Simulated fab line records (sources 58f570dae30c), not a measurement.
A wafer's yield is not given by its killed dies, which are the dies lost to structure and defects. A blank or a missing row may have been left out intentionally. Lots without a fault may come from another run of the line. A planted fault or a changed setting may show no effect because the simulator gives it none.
Which tool was responsible? -- flow berkeley_cmos170 -- Sampling: 15 lots, 45 wafers, 4 of 331 route steps

== WHAT THE GAUGES SHOWED, per wafer ==
UCB170_V1_CD_MEAS_12: the cd target is 700 nm. Usual: cd_nm 699.8 nm, standard deviation 1.6.
lot,measured,on,cd_nm (nm),flag
L430,day 8 20:52,cd_sem-01,697.6 698.2 696.0,
L429,day 8 20:39,cd_sem-01,701.9 699.2 701.7,
L426,day 8 21:41,cd_sem-01,700.2 701.7 700.9,
L428,day 8 23:00,cd_sem-01,697.3 699.8 700.1,
L432,day 9 13:59,cd_sem-01,703.1 703.2 704.2,
L435,day 10 00:16,cd_sem-01,700.2 700.9 700.8,
L434,day 10 00:25,cd_sem-02,702.2 699.8 701.7,
L436,day 10 13:36,cd_sem-01,701.2 701.9 700.2,
L438,day 10 15:07,cd_sem-02,695.7 697.2 695.8,
L437,day 10 15:04,cd_sem-01,700.6 699.2 699.5,
L441,day 11 06:45,cd_sem-02,699.8 699.0 700.0,
L445,day 12 13:30,cd_sem-02,699.2 700.2 698.3,
L446,day 12 15:03,cd_sem-02,700.9 699.0 699.0,
L447,day 12 14:53,cd_sem-01,697.2 698.8 697.7,
L448,day 13 04:34,cd_sem-02,698.4 699.2 699.5,

UCB170_M3_CD_MEAS_15: the cd target is 700 nm. Usual: cd_nm 699.9 nm, standard deviation 1.2.
lot,measured,on,cd_nm (nm),flag
L430,day 9 06:00,cd_sem-02,699.5 700.5 699.4,
L429,day 9 05:17,cd_sem-02,698.4 699.3 698.6,
L426,day 9 07:01,cd_sem-01,699.1 699.4 700.4,
L428,day 9 07:27,cd_sem-01,699.5 701.4 699.5,
L432,day 9 21:26,cd_sem-01,698.8 698.5 699.0,
L435,day 10 12:10,cd_sem-02,701.1 700.3 701.4,
L434,day 10 12:27,cd_sem-01,700.4 702.2 701.1,
L436,day 10 22:07,cd_sem-01,699.7 698.1 698.2,
L438,day 11 00:37,cd_sem-01,699.5 699.5 700.4,
L437,day 10 23:17,cd_sem-02,702.5 701.1 701.5,
L441,day 11 15:38,cd_sem-02,698.9 699.2 700.6,
L445,day 12 21:18,cd_sem-02,698.3 700.5 700.1,
L446,day 12 23:29,cd_sem-02,700.3 700.0 699.5,
L447,day 12 22:56,cd_sem-02,701.7 700.9 700.8,
L448,day 13 12:04,cd_sem-02,702.1 701.5 700.3,

== WHAT TOOL EACH LOT RAN ON (gives the tool, then ch and the chambers of the sampled wafers, and finally the start) ==
lot,UCB170_PSD_CLEAN_11,UCB170_M2_STRIP_07
L430,"wet_bench-01 ch 3, day 8 02:16","plasma_asher-02 ch 0,1, day 8 22:29"
L429,"wet_bench-03 ch 1, day 8 02:32","plasma_asher-02 ch 0,1, day 8 22:07"
L426,"wet_bench-03 ch 2, day 8 02:48","plasma_asher-01 ch 0,1, day 8 23:38"
L428,"wet_bench-03 ch 0, day 8 02:58","plasma_asher-04 ch 1, day 9 00:36"
L432,"wet_bench-03 ch 0, day 8 22:58","plasma_asher-04 ch 0,1, day 9 15:25"
L435,"wet_bench-03 ch 1, day 9 08:19","plasma_asher-04 ch 0,1, day 10 01:41"
L434,"wet_bench-02 ch 1, day 9 08:42","plasma_asher-01 ch 0,1, day 10 02:02"
L436,"wet_bench-01 ch 1, day 9 22:32","plasma_asher-04 ch 0,1, day 10 14:56"
L438,"wet_bench-01 ch 2, day 9 22:52","plasma_asher-02 ch 0,1, day 10 16:56"
L437,"wet_bench-03 ch 0, day 9 23:13","plasma_asher-01 ch 0,1, day 10 16:44"
L441,"wet_bench-01 ch 1, day 10 14:05","plasma_asher-01 ch 0,1, day 11 08:06"
L445,"wet_bench-01 ch 2, day 11 23:09","plasma_asher-02 ch 0, day 12 14:55"
L446,"wet_bench-01 ch 0, day 11 23:09","plasma_asher-01 ch 0,1, day 12 16:22"
L447,"wet_bench-01 ch 1, day 11 23:09","plasma_asher-02 ch 1, day 12 16:14"
L448,"wet_bench-03 ch 0, day 12 13:04","plasma_asher-01 ch 0,1, day 13 05:52"
- UCB170_PSD_CLEAN_11: cleans in SPM, time 600 s.
- UCB170_M2_STRIP_07: strips in O2.

== AS READ BY THE TOOLS THEMSELVES (means over the sampled wafers that have a number; for cases with no such wafer, the mark the record gives instead) ==
UCB170_PSD_CLEAN_11. Usual: bath_guard_temp_C 119.9 C, standard deviation 0.49; bath_heat_duty_pct 13.4 %, standard deviation 2.4.
lot,tool,bath_guard_temp_C (C),bath_heat_duty_pct (%),flag
L430,wet_bench-01,119.7,12.1,
L429,wet_bench-03,119.3,16.5,
L426,wet_bench-03,120.2,14.9,
L428,wet_bench-03,120.3,10.9,
L432,wet_bench-03,120.1,10.5,
L435,wet_bench-03,119.4,16.1,
L434,wet_bench-02,119.3,17.4,
L436,wet_bench-01,120.0,13.3,
L438,wet_bench-01,119.7,11.4,
L437,wet_bench-03,120.3,10.5,
L441,wet_bench-01,120.2,13.2,
L445,wet_bench-01,119.6,11.5,
L446,wet_bench-01,120.4,12.5,
L447,wet_bench-01,120.2,13.0,
L448,wet_bench-03,120.2,11.2,

UCB170_M2_STRIP_07. Usual: drypump_motor_current_A 5.8 A, standard deviation 0.35; oes_product_au 0.735 a.u., standard deviation 0.0046; strip_time_to_endpoint_s 21.98 s, standard deviation 0.066.
lot,tool,drypump_motor_current_A (A),oes_product_au (a.u.),strip_time_to_endpoint_s (s),flag
L430,plasma_asher-02,5.9,0.735,21.94,
L429,plasma_asher-02,6.1,0.735,21.92,
L426,plasma_asher-01,5.8,0.733,22.11,
L428,plasma_asher-04,6.1,0.734,22.10,
L432,plasma_asher-04,5.8,0.735,21.98,
L435,plasma_asher-04,5.9,0.735,21.95,
L434,plasma_asher-01,5.5,0.732,22.00,
L436,plasma_asher-04,5.9,0.737,21.96,
L438,plasma_asher-02,5.9,0.735,22.03,
L437,plasma_asher-01,5.5,0.733,21.96,
L441,plasma_asher-01,5.5,0.740,21.93,
L445,plasma_asher-02,6.4,0.737,21.92,
L446,plasma_asher-01,5.8,0.734,21.90,
L447,plasma_asher-02,5.7,0.738,21.96,
L448,plasma_asher-01,5.8,0.735,21.92,

== THE ANSWER, worked out from the rows above alone ==
Rule: a lot counts as off when the mean over its wafers that have a number is more than 3 standard deviations away from the usual mean. Also off: a lot with no number at a reading for which 4 or more lots have one. All remaining lots with rows at the step are treated as sound. After the gauges, taken in route order, come the tools' own readings; for these a lot's mean is taken, as printed above. The first step at which some lot is off is used, and at that step the reading that is off furthest; a lot without a number counts as furthest.
No lot is off on any of the readings shown, so nothing can be concluded from this.

== WHAT THE SIMULATOR PUT IN ==
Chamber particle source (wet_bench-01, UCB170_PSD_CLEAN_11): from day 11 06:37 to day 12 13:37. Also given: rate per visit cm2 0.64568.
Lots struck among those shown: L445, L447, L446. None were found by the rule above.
